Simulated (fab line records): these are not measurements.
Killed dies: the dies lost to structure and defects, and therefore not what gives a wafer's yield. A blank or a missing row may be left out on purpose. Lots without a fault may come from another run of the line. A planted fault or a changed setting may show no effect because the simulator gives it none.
fab line records / flow ritCmos / part 2 of 2: steps 43 to 45 of 45
[record] lots = 6 wafers = 18 lastDay = 8
route steps=202 shown ACTIVE@11 FOX1@20 FOX2@23 NWELL@28 PWELL@39 WELLDRIVE@50 SILICIDE@161 M1@202
lots that met no fault: from a run of the same line without faults
startH: start of the lot's first displayed wafer, in hours after the record's first day / waitH: time in hours since the lot's previous step / " the same as in the row above / L1.1+2: several wafers, shown together as one row / - no value, or no start was given / * or withheld: withheld / < > ~ a bound
route shown NAME@n: NAME is a module with steps in the file, n the number in the route of the first one / usual: the fault-free wafers' mean and standard deviation / same: alike in all rows / chamber/n: place in a boat / sites: per-site readings / _std_site: how widely they spread, as a standard deviation / _edge_site: the outer-site mean with the inner-site mean subtracted / radiusMm: for every site, how far away it sits from the centre of the wafer / mask NAME#n: copy n / behind: the last tool/chamber to shape the wafer / hold: cause of the lot's hold/its duration in hours/its outcome / device: the n, p or np transistor that did not switch / end of line: tests run on the same wafers once the route is complete / for a step that has no rows: nothing shown but its recipe / killed: dies lost to structure and defects at the first sort, not the wafer's yield / map: shows each die of a wafer: x if killed, . if not, _ if none is there
set.NAME: the setting that was run; set.NAME@STEP: the one run at that earlier step / model.NAME: the simulator's own value behind a step, which no gauge read
lots at some steps of the route; a table a step, a row a wafer
services: from which hour (startH, from the record's first day; less than 0 if before it) a tool's chamber was out of use, for how many hours, and why
[[steps]]
[step RIT_FOX2_THK_MEAS_91]
[recipe] reads = SiO2_of_FOX2_OXIDATION_00
[usual] FIELD_OXIDE_LEFT_2_THK = 257/7.1
lot.wafer=L297.2 tool=filmMetro-02 chamber=- startH=53.46 waitH=0.0 FIELD_OXIDE_LEFT_2_THK[nm]=258
lot.wafer=L297.3 tool=filmMetro-02 chamber=- startH=53.46 waitH=0.0 FIELD_OXIDE_LEFT_2_THK[nm]=261
lot.wafer=L297.6 tool=filmMetro-02 chamber=- startH=53.46 waitH=0.0 FIELD_OXIDE_LEFT_2_THK[nm]=259
lot.wafer=L303.1 tool=filmMetro-04 chamber=- startH=82.46 waitH=0.0 FIELD_OXIDE_LEFT_2_THK[nm]=267
lot.wafer=L303.4 tool=filmMetro-04 chamber=- startH=82.46 waitH=0.0 FIELD_OXIDE_LEFT_2_THK[nm]=278
lot.wafer=L303.6 tool=filmMetro-04 chamber=- startH=82.46 waitH=0.0 FIELD_OXIDE_LEFT_2_THK[nm]=271
lot.wafer=L309.1 tool=filmMetro-03 chamber=- startH=113.79 waitH=0.0 FIELD_OXIDE_LEFT_2_THK[nm]=252
lot.wafer=L309.2 tool=filmMetro-03 chamber=- startH=113.79 waitH=0.0 FIELD_OXIDE_LEFT_2_THK[nm]=248
lot.wafer=L309.6 tool=filmMetro-03 chamber=- startH=113.79 waitH=0.0 FIELD_OXIDE_LEFT_2_THK[nm]=249
lot.wafer=L314.2 tool=filmMetro-03 chamber=- startH=148.10 waitH=0.0 FIELD_OXIDE_LEFT_2_THK[nm]=374
lot.wafer=L314.4 tool=filmMetro-03 chamber=- startH=148.10 waitH=0.0 FIELD_OXIDE_LEFT_2_THK[nm]=379
lot.wafer=L314.5 tool=filmMetro-03 chamber=- startH=148.10 waitH=0.0 FIELD_OXIDE_LEFT_2_THK[nm]=372
lot.wafer=L315.2 tool=filmMetro-04 chamber=- startH=148.48 waitH=0.0 FIELD_OXIDE_LEFT_2_THK[nm]=384
lot.wafer=L315.3 tool=filmMetro-04 chamber=- startH=148.48 waitH=0.0 FIELD_OXIDE_LEFT_2_THK[nm]=377
lot.wafer=L315.6 tool=filmMetro-04 chamber=- startH=148.48 waitH=0.0 FIELD_OXIDE_LEFT_2_THK[nm]=374
lot.wafer=L316.1 tool=filmMetro-02 chamber=- startH=166.17 waitH=0.0 FIELD_OXIDE_LEFT_2_THK[nm]=251
lot.wafer=L316.5 tool=filmMetro-02 chamber=- startH=166.17 waitH=0.0 FIELD_OXIDE_LEFT_2_THK[nm]=249
lot.wafer=L316.6 tool=filmMetro-02 chamber=- startH=166.17 waitH=0.0 FIELD_OXIDE_LEFT_2_THK[nm]=249
[step RIT_SILICIDE_WET_ETCH_00]
[recipe] chemistry = BOE target = SiO2 targetDepthNm = 14 timeS = 15 dry = n2Spin dilution = 10:1 tempC = 21.5
[usual] tempC = 21.50/0.12
lot.wafer=L297.2 tool=wetBench-03 chamber=1 startH=70.99 waitH=0.1 tempC=21.35 model.SiO2_of_FOX2_OXIDATION_00.thkNm=152.9
lot.wafer=L297.3 tool=wetBench-03 chamber=1 startH=70.99 waitH=0.1 tempC=21.39 model.SiO2_of_FOX2_OXIDATION_00.thkNm=156.1
lot.wafer=L297.6 tool=wetBench-03 chamber=1 startH=70.99 waitH=0.1 tempC=21.39 model.SiO2_of_FOX2_OXIDATION_00.thkNm=153.8
lot.wafer=L303.1 tool=wetBench-01 chamber=1 startH=102.30 waitH=0.1 tempC=21.48 model.SiO2_of_FOX2_OXIDATION_00.thkNm=163.3
lot.wafer=L303.4 tool=wetBench-01 chamber=1 startH=102.30 waitH=0.1 tempC=21.58 model.SiO2_of_FOX2_OXIDATION_00.thkNm=174.6
lot.wafer=L303.6 tool=wetBench-01 chamber=1 startH=102.30 waitH=0.1 tempC=21.46 model.SiO2_of_FOX2_OXIDATION_00.thkNm=165.5
lot.wafer=L309.1 tool=wetBench-04 chamber=1 startH=134.07 waitH=0.1 tempC=21.58 model.SiO2_of_FOX2_OXIDATION_00.thkNm=147.6
lot.wafer=L309.2 tool=wetBench-04 chamber=1 startH=134.07 waitH=0.1 tempC=21.58 model.SiO2_of_FOX2_OXIDATION_00.thkNm=143.4
lot.wafer=L309.6 tool=wetBench-04 chamber=1 startH=134.07 waitH=0.1 tempC=21.57 model.SiO2_of_FOX2_OXIDATION_00.thkNm=144
lot.wafer=L314.2 tool=wetBench-04 chamber=1 startH=182.41 waitH=0.1 tempC=21.36 model.SiO2_of_FOX2_OXIDATION_00.thkNm=270.7
lot.wafer=L314.4 tool=wetBench-04 chamber=1 startH=182.41 waitH=0.1 tempC=21.57 model.SiO2_of_FOX2_OXIDATION_00.thkNm=273.9
lot.wafer=L314.5 tool=wetBench-04 chamber=1 startH=182.41 waitH=0.1 tempC=21.50 model.SiO2_of_FOX2_OXIDATION_00.thkNm=268.6
lot.wafer=L315.2 tool=wetBench-04 chamber=1 startH=184.29 waitH=0.1 tempC=21.38 model.SiO2_of_FOX2_OXIDATION_00.thkNm=278.1
lot.wafer=L315.3 tool=wetBench-04 chamber=1 startH=184.29 waitH=0.1 tempC=21.51 model.SiO2_of_FOX2_OXIDATION_00.thkNm=271.4
lot.wafer=L315.6 tool=wetBench-04 chamber=1 startH=184.29 waitH=0.1 tempC=21.44 model.SiO2_of_FOX2_OXIDATION_00.thkNm=269.2
lot.wafer=L316.1 tool=wetBench-01 chamber=3 startH=193.17 waitH=0.1 tempC=21.28 model.SiO2_of_FOX2_OXIDATION_00.thkNm=145.2
lot.wafer=L316.5 tool=wetBench-01 chamber=3 startH=193.17 waitH=0.1 tempC=21.66 model.SiO2_of_FOX2_OXIDATION_00.thkNm=143.2
lot.wafer=L316.6 tool=wetBench-01 chamber=3 startH=193.17 waitH=0.1 tempC=21.52 model.SiO2_of_FOX2_OXIDATION_00.thkNm=144
[step RIT_M1_PROBE_99]
[usual] killed_at_M0_to_M3 = 0.0/0.083 killedAtContacts = 0.1/0.25 killedAtFrontEnd = 7/3.3 killedDies = 7/3.2 killedOpen = 3.6/2.2 killedShort = 3.5/2
[same] grossDies = 264 killed_at_M4_up = 0 killedAtBackSide = 0 killedAtOther = 0
lot.wafer=L297.2 tool=prober-02 chamber=- startH=77.85 waitH=0.1 killed_at_M0_to_M3=0 killedAtContacts=0 killedAtFrontEnd=4 killedDies=4 killedOpen=1 killedShort=2 model.etest.pldd.widthNm=3152 model.etest.nldd.widthNm=3146 model.etest.nplusSal.widthNm=3430 model.etest.pplusSal.widthNm=3417 model.etest.pwell.rsOhmSq=425.4 model.etest.nmosNarrow.driveUaUm=215.9 model.etest.pmosNarrow.driveUaUm=98.7 model.etest.fieldN.vtV=35.15
lot.wafer=L297.3 tool=prober-02 chamber=- startH=77.90 waitH=0.2 killed_at_M0_to_M3=1 killedAtContacts=0 killedAtFrontEnd=6 killedDies=7 killedOpen=5 killedShort=2 model.etest.pldd.widthNm=3124 model.etest.nldd.widthNm=3134 model.etest.nplusSal.widthNm=3418 model.etest.pplusSal.widthNm=3422 model.etest.pwell.rsOhmSq=422.4 model.etest.nmosNarrow.driveUaUm=221.9 model.etest.pmosNarrow.driveUaUm=98.21 model.etest.fieldN.vtV=35.59
lot.wafer=L297.6 tool=prober-02 chamber=- startH=78.05 waitH=0.2 killed_at_M0_to_M3=0 killedAtContacts=0 killedAtFrontEnd=6 killedDies=6 killedOpen=3 killedShort=2 model.etest.pldd.widthNm=3147 model.etest.nldd.widthNm=3132 model.etest.nplusSal.widthNm=3433 model.etest.pplusSal.widthNm=3442 model.etest.pwell.rsOhmSq=418 model.etest.nmosNarrow.driveUaUm=221.6 model.etest.pmosNarrow.driveUaUm=98.41 model.etest.fieldN.vtV=35.35
lot.wafer=L303.1 tool=prober-02 chamber=- startH=109.34 waitH=0.1 killed_at_M0_to_M3=0 killedAtContacts=0 killedAtFrontEnd=8 killedDies=8 killedOpen=3 killedShort=5 model.etest.pldd.widthNm=3100 model.etest.nldd.widthNm=3118 model.etest.nplusSal.widthNm=3377 model.etest.pplusSal.widthNm=3392 model.etest.pwell.rsOhmSq=418.5 model.etest.nmosNarrow.driveUaUm=211.4 model.etest.pmosNarrow.driveUaUm=97.39 model.etest.fieldN.vtV=36.39
lot.wafer=L303.4 tool=prober-02 chamber=- startH=109.49 waitH=0.2 killed_at_M0_to_M3=0 killedAtContacts=0 killedAtFrontEnd=5 killedDies=5 killedOpen=2 killedShort=3 model.etest.pldd.widthNm=3085 model.etest.nldd.widthNm=3102 model.etest.nplusSal.widthNm=3370 model.etest.pplusSal.widthNm=3354 model.etest.pwell.rsOhmSq=425.9 model.etest.nmosNarrow.driveUaUm=206.9 model.etest.pmosNarrow.driveUaUm=96.08 model.etest.fieldN.vtV=37.88
lot.wafer=L303.6 tool=prober-02 chamber=- startH=109.59 waitH=0.2 killed_at_M0_to_M3=0 killedAtContacts=0 killedAtFrontEnd=9 killedDies=9 killedOpen=4 killedShort=5 model.etest.pldd.widthNm=3136 model.etest.nldd.widthNm=3121 model.etest.nplusSal.widthNm=3414 model.etest.pplusSal.widthNm=3417 model.etest.pwell.rsOhmSq=424.3 model.etest.nmosNarrow.driveUaUm=208.9 model.etest.pmosNarrow.driveUaUm=97.42 model.etest.fieldN.vtV=36.94
lot.wafer=L309.1 tool=prober-02 chamber=- startH=140.84 waitH=0.1 killed_at_M0_to_M3=0 killedAtContacts=0 killedAtFrontEnd=9 killedDies=9 killedOpen=2 killedShort=7 model.etest.pldd.widthNm=3151 model.etest.nldd.widthNm=3137 model.etest.nplusSal.widthNm=3412 model.etest.pplusSal.widthNm=3439 model.etest.pwell.rsOhmSq=411.6 model.etest.nmosNarrow.driveUaUm=222 model.etest.pmosNarrow.driveUaUm=97.52 model.etest.fieldN.vtV=34.6
lot.wafer=L309.2 tool=prober-02 chamber=- startH=140.89 waitH=0.1 killed_at_M0_to_M3=0 killedAtContacts=0 killedAtFrontEnd=4 killedDies=4 killedOpen=1 killedShort=3 model.etest.pldd.widthNm=3165 model.etest.nldd.widthNm=3158 model.etest.nplusSal.widthNm=3422 model.etest.pplusSal.widthNm=3437 model.etest.pwell.rsOhmSq=416 model.etest.nmosNarrow.driveUaUm=224.9 model.etest.pmosNarrow.driveUaUm=99.04 model.etest.fieldN.vtV=33.98
lot.wafer=L309.6 tool=prober-02 chamber=- startH=141.09 waitH=0.2 killed_at_M0_to_M3=0 killedAtContacts=0 killedAtFrontEnd=9 killedDies=9 killedOpen=5 killedShort=4 model.etest.pldd.widthNm=3175 model.etest.nldd.widthNm=3173 model.etest.nplusSal.widthNm=3441 model.etest.pplusSal.widthNm=3444 model.etest.pwell.rsOhmSq=414 model.etest.nmosNarrow.driveUaUm=226.5 model.etest.pmosNarrow.driveUaUm=98.29 model.etest.fieldN.vtV=34.07
lot.wafer=L314.2 tool=prober-01 chamber=- startH=189.38 waitH=0.1 killed_at_M0_to_M3=0 killedAtContacts=0 killedAtFrontEnd=6 killedDies=6 killedOpen=6 killedShort=0 model.etest.pldd.widthNm=2954 model.etest.nldd.widthNm=2962 model.etest.nplusSal.widthNm=3335 model.etest.pplusSal.widthNm=3305 model.etest.pwell.rsOhmSq=477.8 model.etest.nmosNarrow.driveUaUm=178.5 model.etest.pmosNarrow.driveUaUm=78.71 model.etest.fieldN.vtV=47.52
lot.wafer=L314.4 tool=prober-01 chamber=- startH=189.48 waitH=0.2 killed_at_M0_to_M3=0 killedAtContacts=0 killedAtFrontEnd=9 killedDies=9 killedOpen=3 killedShort=6 model.etest.pldd.widthNm=2973 model.etest.nldd.widthNm=2948 model.etest.nplusSal.widthNm=3341 model.etest.pplusSal.widthNm=3340 model.etest.pwell.rsOhmSq=484.3 model.etest.nmosNarrow.driveUaUm=178.8 model.etest.pmosNarrow.driveUaUm=79.64 model.etest.fieldN.vtV=47.88
lot.wafer=L314.5 tool=prober-01 chamber=- startH=189.53 waitH=0.2 killed_at_M0_to_M3=0 killedAtContacts=0 killedAtFrontEnd=13 killedDies=13 killedOpen=6 killedShort=7 model.etest.pldd.widthNm=2968 model.etest.nldd.widthNm=2956 model.etest.nplusSal.widthNm=3332 model.etest.pplusSal.widthNm=3314 model.etest.pwell.rsOhmSq=480.3 model.etest.nmosNarrow.driveUaUm=179.7 model.etest.pmosNarrow.driveUaUm=79.26 model.etest.fieldN.vtV=47.42
lot.wafer=L315.2 tool=prober-02 chamber=- startH=191.39 waitH=0.1 killed_at_M0_to_M3=0 killedAtContacts=0 killedAtFrontEnd=8 killedDies=8 killedOpen=5 killedShort=3 model.etest.pldd.widthNm=2948 model.etest.nldd.widthNm=2955 model.etest.nplusSal.widthNm=3333 model.etest.pplusSal.widthNm=3355 model.etest.pwell.rsOhmSq=555.8 model.etest.nmosNarrow.driveUaUm=185.4 model.etest.pmosNarrow.driveUaUm=83.58 model.etest.fieldN.vtV=46.28
lot.wafer=L315.3 tool=prober-02 chamber=- startH=191.44 waitH=0.2 killed_at_M0_to_M3=0 killedAtContacts=0 killedAtFrontEnd=5 killedDies=5 killedOpen=3 killedShort=2 model.etest.pldd.widthNm=2962 model.etest.nldd.widthNm=2943 model.etest.nplusSal.widthNm=3329 model.etest.pplusSal.widthNm=3331 model.etest.pwell.rsOhmSq=535.3 model.etest.nmosNarrow.driveUaUm=177.2 model.etest.pmosNarrow.driveUaUm=81.8 model.etest.fieldN.vtV=46.14
lot.wafer=L315.6 tool=prober-02 chamber=- startH=191.59 waitH=0.2 killed_at_M0_to_M3=0 killedAtContacts=0 killedAtFrontEnd=6 killedDies=6 killedOpen=3 killedShort=3 model.etest.pldd.widthNm=2967 model.etest.nldd.widthNm=2967 model.etest.nplusSal.widthNm=3345 model.etest.pplusSal.widthNm=3336 model.etest.pwell.rsOhmSq=524.4 model.etest.nmosNarrow.driveUaUm=176.2 model.etest.pmosNarrow.driveUaUm=79.72 model.etest.fieldN.vtV=46.02
lot.wafer=L316.1 tool=prober-01 chamber=- startH=200.62 waitH=0.1 killed_at_M0_to_M3=0 killedAtContacts=1 killedAtFrontEnd=5 killedDies=6 killedOpen=3 killedShort=3 model.etest.pldd.widthNm=3186 model.etest.nldd.widthNm=3164 model.etest.nplusSal.widthNm=3465 model.etest.pplusSal.widthNm=3469 model.etest.pwell.rsOhmSq=417.2 model.etest.nmosNarrow.driveUaUm=226.4 model.etest.pmosNarrow.driveUaUm=104.9 model.etest.fieldN.vtV=34.26
lot.wafer=L316.5 tool=prober-01 chamber=- startH=200.82 waitH=0.2 killed_at_M0_to_M3=0 killedAtContacts=0 killedAtFrontEnd=3 killedDies=3 killedOpen=2 killedShort=1 model.etest.pldd.widthNm=3185 model.etest.nldd.widthNm=3178 model.etest.nplusSal.widthNm=3455 model.etest.pplusSal.widthNm=3467 model.etest.pwell.rsOhmSq=415 model.etest.nmosNarrow.driveUaUm=228.8 model.etest.pmosNarrow.driveUaUm=105.5 model.etest.fieldN.vtV=34.03
lot.wafer=L316.6 tool=prober-01 chamber=- startH=200.87 waitH=0.2 killed_at_M0_to_M3=0 killedAtContacts=0 killedAtFrontEnd=5 killedDies=5 killedOpen=4 killedShort=1 model.etest.pldd.widthNm=3164 model.etest.nldd.widthNm=3194 model.etest.nplusSal.widthNm=3463 model.etest.pplusSal.widthNm=3433 model.etest.pwell.rsOhmSq=412.8 model.etest.nmosNarrow.driveUaUm=221.4 model.etest.pmosNarrow.driveUaUm=103.8 model.etest.fieldN.vtV=34.08
// killed by level:class
L297.2 FOX2:geometricParticle:open=1 GATE:geometricParticle:short=1 SILICIDE:geometricParticle:short=1 ACTIVE:coatMicrobubblePrinted=1
L297.3 REOX:geometricParticle:short=2 SPACER:geometricParticle:open=2 FOX1:geometricParticle:open=1 FOX2:geometricParticle:open=1 M1:geometricParticle:open=1
L297.6 SPACER:geometricParticle:short=2 SPACER:geometricParticle:open=2 FOX1:geometricParticle:open=1 ACTIVE:coatMicrobubblePrinted=1
L303.1 GATE:geometricParticle:short=4 FOX1:geometricParticle:open=2 FOX1:geometricParticle:short=1 GATE:geometricParticle:open=1
L303.4 GATE:geometricParticle:short=1 REOX:geometricParticle:open=1 SPACER:geometricParticle:short=1 SILICIDE:geometricParticle:short=1 SILICIDE:geometricParticle:open=1
L303.6 GATE:geometricParticle:short=3 GATE:geometricParticle:open=2 SPACER:geometricParticle:short=2 FOX1:geometricParticle:open=1 SPACER:geometricParticle:open=1
L309.1 GATE:geometricParticle:short=3 SILICIDE:geometricParticle:short=3 GATE:geometricParticle:open=2 REOX:geometricParticle:short=1
L309.2 GATE:geometricParticle:open=1 GATE:geometricParticle:short=1 REOX:geometricParticle:short=1 SPACER:geometricParticle:short=1
L309.6 GATE:geometricParticle:short=2 GATE:geometricParticle:open=2 SPACER:geometricParticle:short=2 SPACER:geometricParticle:open=2 REOX:geometricParticle:open=1
L314.2 FOX1:geometricParticle:open=2 SPACER:geometricParticle:open=2 GATE:geometricParticle:open=1 REOX:geometricParticle:open=1
L314.4 GATE:geometricParticle:short=2 SILICIDE:geometricParticle:short=2 FOX1:geometricParticle:open=1 GATE:geometricParticle:open=1 REOX:geometricParticle:open=1 REOX:geometricParticle:short=1 SPACER:geometricParticle:short=1
L314.5 FOX1:geometricParticle:short=3 GATE:geometricParticle:open=3 SPACER:geometricParticle:short=2 SILICIDE:geometricParticle:open=2 FOX2:geometricParticle:short=1 REOX:geometricParticle:short=1 REOX:geometricParticle:open=1
L315.2 GATE:geometricParticle:open=5 GATE:geometricParticle:short=2 SILICIDE:geometricParticle:short=1
L315.3 FOX2:geometricParticle:short=2 REOX:geometricParticle:open=2 GATE:geometricParticle:open=1
L315.6 SPACER:geometricParticle:open=2 SPACER:geometricParticle:short=2 FOX1:geometricParticle:short=1 GATE:geometricParticle:open=1
L316.1 FOX1:geometricParticle:short=2 FOX1:geometricParticle:open=1 FOX2:geometricParticle:open=1 GATE:geometricParticle:open=1 CONTACT:geometricParticle:short=1
L316.5 FOX1:geometricParticle:short=1 GATE:geometricParticle:open=1 SPACER:geometricParticle:open=1
L316.6 FOX1:geometricParticle:short=1 FOX1:geometricParticle:open=1 FOX2:geometricParticle:open=1 SPACER:geometricParticle:open=1 SILICIDE:geometricParticle:open=1
[[services]]
tool=plasmaAsher-03 chamber=- startH=41.29 hours=28.1 kind=pm
tool=rieDiel-02 chamber=0 startH=44.07 hours=6.1 kind=repair
tool=plasmaAsher-02 chamber=- startH=57.74 hours=2.3 kind=repair
tool=furnace-03 chamber=- startH=67.05 hours=3.4 kind=pm
tool=wetBench-04 chamber=- startH=81.17 hours=38.2 kind=pm
tool=furnace-04 chamber=- startH=92.77 hours=3.7 kind=pm
tool=plasmaAsher-03 chamber=- startH=102.36 hours=0.6 kind=repair
tool=wetBench-03 chamber=- startH=108.23 hours=1.9 kind=pm
tool=plasmaAsher-02 chamber=- startH=108.75 hours=9.0 kind=pm
tool=plasmaAsher-02 chamber=0 startH=108.75 hours=9.0 kind=ventCycle
tool=plasmaAsher-02 chamber=1 startH=108.75 hours=9.0 kind=ventCycle
tool=plasmaAsher-02 chamber=0 startH=117.75 hours=- kind=clean
tool=plasmaAsher-02 chamber=1 startH=117.75 hours=- kind=clean
tool=furnace-01 chamber=- startH=118.79 hours=10.3 kind=pm
tool=furnace-01 chamber=- startH=129.13 hours=58.1 kind=pm
tool=rieDiel-01 chamber=2 startH=135.91 hours=7.5 kind=repair
tool=plasmaAsher-04 chamber=- startH=142.29 hours=2.6 kind=repair
tool=furnace-04 chamber=- startH=170.80 hours=4.0 kind=pm
tool=furnace-01 chamber=- startH=187.19 hours=3.0 kind=pm
[[key]]
[firstSign] step = RIT_FOX2_OXIDATION_00 reading = tubeCenterTempC direction = up sigmas = 99+ usual = * struck = *
[effect] step = RIT_FOX2_OXIDATION_00 reading = tube_center_temp_C_max direction = up sigmas = 99+ usual = * struck = *
[effect] step = RIT_FOX2_THK_MEAS_01 reading = FOX2_OXIDE_THK direction = up sigmas = 17 usual = 352 struck = 472
[effect] step = RIT_FOX2_THK_MEAS_90 reading = FIELD_OXIDE_LEFT_1_THK direction = up sigmas = 18 usual = 325 struck = 445
[effect] step = RIT_FOX2_THK_MEAS_91 reading = FIELD_OXIDE_LEFT_2_THK direction = up sigmas = 17 usual = 257 struck = 377
[modelEffect] step = RIT_FOX2_OXIDATION_00 value = SiO2_of_FOX2_OXIDATION_00.thkNm without = 354 struck = 472
[modelEffect] step = RIT_FOX2_CLEAN_02 value = Si3N4_of_ACTIVE_CVD_03.thkNm without = 129.8 struck = 127.6
[modelEffect] step = RIT_SILICIDE_WET_ETCH_00 value = SiO2_of_FOX2_OXIDATION_00.thkNm without = 154 struck = 272
[modelEffect] step = RIT_M1_PROBE_99 value = etest.pldd.widthNm without = 3159 struck = 2962
metAt RIT_FOX2_OXIDATION_00
struckWafers L314.2,L314.4,L314.5,L315.2,L315.3,L315.6
testerLeftOut L314,L315
onsetBetween 98.86 129.61
[fault] kind = processParameterDrift tool = furnace-03 chamber = - onsetH = 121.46 steps = RIT_FOX2_OXIDATION_00 channel = tempC offset = * shape = step endH = 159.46 actsIn = * stated = *
// testerLeftOut: of these lots the tester's yield and bins aren't shown, on N5 and GAA mostly nor the transistor test; their killed dies are dies lost to structure and defects alone, not to doping, threshold or leakage, so they don't give the yield
